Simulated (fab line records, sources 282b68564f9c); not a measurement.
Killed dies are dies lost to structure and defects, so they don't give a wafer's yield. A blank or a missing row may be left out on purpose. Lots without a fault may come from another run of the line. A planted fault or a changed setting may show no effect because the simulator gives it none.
fab line records | flow rit_cmos
record lots=6 wafers=18 last_day=7
route steps=202 shown NWELL@31 PWELL@39
lots that met no fault: from a run of the same line without faults
start_h: hours from the record's first day to the start of the lot's first wafer shown | wait_h: hours since the lot's step before | " the same as in the row above | L1.1+2: a row that stands for several wafers | - no value, or no start given | * or withheld: withheld | < > ~ a bound
route shown NAME@n: a module of which the file shows steps, and the number in the route of the first | usual: mean/standard deviation of fault-free wafers | same: alike in all rows | chamber/n: place in a boat | sites: the reading at each site | _std_site: their standard deviation | _edge_site: outer sites' mean less inner sites' | radius_mm: how far each site lies from the wafer's centre | mask NAME#n: copy n | behind: the tool/chamber that last shaped the wafer | hold: why the lot was held/for how many hours/how that ended | device: the transistor (n, p or np) that didn't switch | end of line: the same wafers' tests at the end of the route | a step without rows: its recipe alone | killed: dies lost to structure and defects at the first sort, not the wafer's yield | map: a wafer's dies, x killed, . not, _ none there
set.NAME: the setting as run; set.NAME@STEP: as run at that earlier step | model.NAME: the simulator's own value behind a step, which no gauge read
lots at some steps of the route; a table a step, a row a wafer
services: from which hour (start_h, from the record's first day; less than 0 if before it) a tool's chamber was out of use, for how many hours, and why
## steps
# step RIT_NWELL_EXPOSE_03
# recipe mask_id=M2 na=0.57 target_cd_nm=43900 dose_mj=250
# step RIT_NWELL_PEB_04
# recipe resist=NOVOLAK temp_c=withheld time_s=withheld
# step RIT_NWELL_DEVELOP_05
# recipe resist=NOVOLAK develop_time_s=68 dev_temp_c=23
# step RIT_NWELL_OVL_MEAS_06
# usual NWELL_OVL=0.2/1.5
# columns lot.wafer tool chamber start_h wait_h NWELL_OVL[nm]
L231.1 overlay-02 - 27.46 - 1.4
L231.4 " - " " 0.2
L231.6 " - " " -0.5
L234.2 overlay-02 - 41.04 - 1.4
L234.4 " - " " -0.6
L234.5 " - " " 0.8
L249.1 overlay-01 - 115.88 - 2.1
L249.3 " - " " 0.9
L249.6 " - " " 1.9
L250.2 overlay-02 - 123.33 - -2.8
L250.3 " - " " -1.6
L250.4 " - " " -1.5
L251.3 overlay-01 - 128.08 - 0.1
L251.4 " - " " 1.3
L251.6 " - " " 1.5
L252.2 overlay-01 - 132.44 - -0.1
L252.4 " - " " 1.1
L252.5 " - " " -2.6
# step RIT_NWELL_HARDBAKE_07
# recipe resist=NOVOLAK temp_c=140 time_s=120
# step RIT_NWELL_IMPLANT_08
# recipe species=P energy_kev=170 dose_cm2=5e+13 tilt_deg=7
# step RIT_NWELL_STRIP_09
# recipe chemistry=O2 time_s=180 resist=NOVOLAK platen_temp_c=withheld power_w=500 pressure_mtorr=4000 o2_flow_sccm=4000
# usual drypump_motor_current_A=5.9/0.48 rf_refl_power_W=7.3/1
# columns lot.wafer tool chamber start_h wait_h drypump_motor_current_A rf_hours_counter_h rf_refl_power_W
L231.1 plasma_asher-02 1 27.89 0.1 5.9 39 6.4
L231.4 " 0 " " 5.8 - 7.9
L231.6 " 0 " " 5.8 - 7.5
L234.2 plasma_asher-04 0 41.47 0.1 5.8 39 7.0
L234.4 " 1 " " 6.2 - 6.7
L234.5 " 1 " " 6.2 - 6.6
L249.1 plasma_asher-01 1 116.32 0.1 6.6 32 6.4
L249.3 " 0 " " 4.9 - 9.5
L249.6 " 0 " " 4.9 - 9.4
L250.2 plasma_asher-01 1 123.76 0.1 6.6 33 6.5
L250.3 " 1 " " 6.6 - 6.6
L250.4 " 0 " " 4.9 - 9.7
L251.3 plasma_asher-01 1 128.57 0.1 6.6 - 6.7
L251.4 " 0 " " 4.9 - 9.4
L251.6 " 0 " " 4.9 - 9.7
L252.2 plasma_asher-01 0 132.87 0.1 4.9 34 9.5
L252.4 " 0 " " 4.9 - 9.7
L252.5 " 0 " " 4.9 - 9.7
# step RIT_NWELL_TW_MEAS_10
# usual NWELL_TW=2131/13
# columns lot.wafer tool chamber start_h wait_h NWELL_TW
L231.1 film_metro-01 - 28.07 0.1 2145
L231.4 " - " " 2133
L231.6 " - " " 2150
L234.2 film_metro-01 - 41.65 0.1 2137
L234.4 " - " " 2144
L234.5 " - " " 2138
L249.1 film_metro-03 - 116.49 0.1 2126
L249.3 " - " " 2110
L249.6 " - " " 2116
L250.2 film_metro-01 - 123.94 0.1 2146
L250.3 " - " " 2145
L250.4 " - " " 2147
L251.3 film_metro-01 - 128.70 0.1 2133
L251.4 " - " " 2146
L251.6 " - " " 2149
L252.2 film_metro-04 - 133.06 0.1 2140
L252.4 " - " " 2134
L252.5 " - " " 2134
# step RIT_PWELL_HMDS_00
# recipe prime_time_s=60 prime_temp_c=140
# step RIT_PWELL_COAT_01
# recipe resist=NOVOLAK spin_rpm=2000 resist_thk_nm=1300
# step RIT_PWELL_SOFTBAKE_02
# recipe resist=NOVOLAK temp_c=90 time_s=60
# step RIT_PWELL_EXPOSE_03
# recipe mask_id=M3 na=0.57 target_cd_nm=43700 dose_mj=250
# step RIT_PWELL_PEB_04
# recipe resist=NOVOLAK temp_c=withheld time_s=withheld
# usual chill_plate_temp_C=* exhaust_pa=45.2/0.81
# columns lot.wafer tool chamber start_h wait_h chill_plate_temp_C exhaust_pa
L231.1 litho_track-03 0 28.69 0.1 * 46.1
L231.4 " 0 " " * 44.7
L231.6 " 0 " " * 45.8
L234.2 litho_track-01 0 42.42 0.1 * 45.8
L234.4 " 0 " " * 44.7
L234.5 " 0 " " * 44.6
L249.1 litho_track-01 - 117.35 0.1 - -
L249.3 " - " " - -
L249.6 " - " " - -
L250.2 litho_track-01 - 124.58 0.1 - -
L250.3 " - " " - -
L250.4 " - " " - -
L251.3 litho_track-02 0 129.36 0.1 * 44.7
L251.4 " 0 " " * 46.0
L251.6 " 0 " " * 44.0
L252.2 litho_track-02 0 133.80 0.1 * 44.2
L252.4 " 0 " " * 44.5
L252.5 " 0 " " * 45.5
# step RIT_PWELL_DEVELOP_05
# recipe resist=NOVOLAK develop_time_s=68 dev_temp_c=23
## services
# columns tool chamber start_h hours kind
plasma_asher-01 - 29.87 3.1 repair
plasma_asher-04 - 43.96 1.8 repair
plasma_asher-02 - 46.64 0.4 repair
plasma_asher-01 - 78.99 1.2 repair
plasma_asher-04 - 100.62 2.8 pm
plasma_asher-01 - 101.44 14.6 pm
plasma_asher-02 - 103.31 2.4 repair
plasma_asher-04 - 108.75 9.0 pm
plasma_asher-04 0 108.75 9.0 vent_cycle
plasma_asher-04 1 108.75 9.0 vent_cycle
plasma_asher-04 0 117.75 - clean
plasma_asher-04 1 117.75 - clean
plasma_asher-04 - 126.64 2.2 repair
## key
first_sign step=RIT_PWELL_PEB_04 reading=tool_record direction=missing
effect none on later readings
met_at RIT_PWELL_PEB_04
struck_wafers L249.1,L249.3,L249.6,L250.2,L250.3,L250.4
sort_left_out L249.1,L249.3,L249.6,L250.2,L250.3,L250.4
tester_left_out L249,L250
onset_between 42.42 117.35
fault kind=skipped_step_whole tool=litho_track-01 chamber=- onset_h=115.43 steps=RIT_PWELL_PEB_04 scope=struck_lots_only
# tester_left_out: of these lots the tester's yield and bins aren't shown, on N5 and GAA mostly nor the transistor test; their killed dies are dies lost to structure and defects alone, not to doping, threshold or leakage, so they don't give the yield
# sort_left_out: the simulated sort isn't trusted on such a fault, so these wafers' sort isn't shown, and their yield isn't known
